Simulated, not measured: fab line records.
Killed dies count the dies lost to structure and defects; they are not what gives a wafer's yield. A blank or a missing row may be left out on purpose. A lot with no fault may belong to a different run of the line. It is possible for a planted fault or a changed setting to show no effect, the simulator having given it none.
Problem report, 8D (eight disciplines) form, completed by code -- flow berkeley_cmos170 -- the parts of the form that need people (team, actions taken, sign-off) are left out

== 1. THE ISSUE ==
Mean of prime_temp_c at UCB170_CONTACT_HMDS_03: 105.76 C across 6 wafers in 2 lots; on wafers with no fault it is 99.99 C (standard deviation 0.12). Relative to the usual mean, that is a shift of +48 standard deviations.
The step: prime time 60 s.
Seen first at day 11 05:31 on litho_track-04, wafer L991.3. The record holds 42 wafers of 14 lots with a number at this step. By rule, "out" or "out of limits" means more than 4 standard deviations away from the usual mean. The rest of the wafers with a number are treated as sound.

== 2. WHAT IT IS; WHAT IT IS NOT ==
question,is,is not
which readings at this step,prime_temp_c,resist_line_temp_C
which lots,"L991, L996","L977, L978, L981, L982, L983, L984, L986, L989, L994, L995, L997, L999"
which wafers of those lots,all that have a number,-
read on which tools,litho_track-04,"litho_track-01, litho_track-02"
when,from day 11 05:31,"up to then (27 sound wafers); but 9 sound wafers of L995, L997, L999 came after"

== 3. WHAT RULES OUT EACH SUSPECT ==
Counting: a tool at any process step up to the reading remains a suspect when it ran all the lots that are out and ran no sound lot after the first of those.
- litho_track-04 at UCB170_CONTACT_HMDS_03 (prime time 60 s): kept. It processed each lot that is out, first L991 at day 11 05:31, and no sound lot thereafter; up to then, the last sound lot it processed was L989 at day 10 06:17. On those wafers its own readings are out: prime_temp_c.
Left after counting: litho_track-04 at UCB170_CONTACT_HMDS_03.

== 4. THE CAUSE (what the simulator had put in) ==
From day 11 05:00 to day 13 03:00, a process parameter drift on litho_track-04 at UCB170_CONTACT_HMDS_03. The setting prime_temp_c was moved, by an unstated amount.
Only this tool survived the counting.

== 5. THE CHAIN OF EFFECTS, in route order ==
One row per reading whose mean, taken over the struck wafers that have a number, lies over 3 standard deviations from the usual. Only readings whose record carries a usual standard deviation are examined. hours: median over the lots of the time between each lot's start at the first step of this table that gives one and its start at this step. sigmas: the change, counted in usual standard deviations.
hours,step,reading,usual,on struck wafers,change,sigmas
0,UCB170_CONTACT_HMDS_03,prime_temp_c,99.99 C,105.76,+5.77,+48
Process steps it contains:
- UCB170_CONTACT_HMDS_03: prime time 60 s.

== 6. HOW IT WOULD HAVE BEEN CAUGHT EARLIER ==
In this record the first reading out of limits was taken at day 11 05:31, 1 hour after the fault began at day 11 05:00.
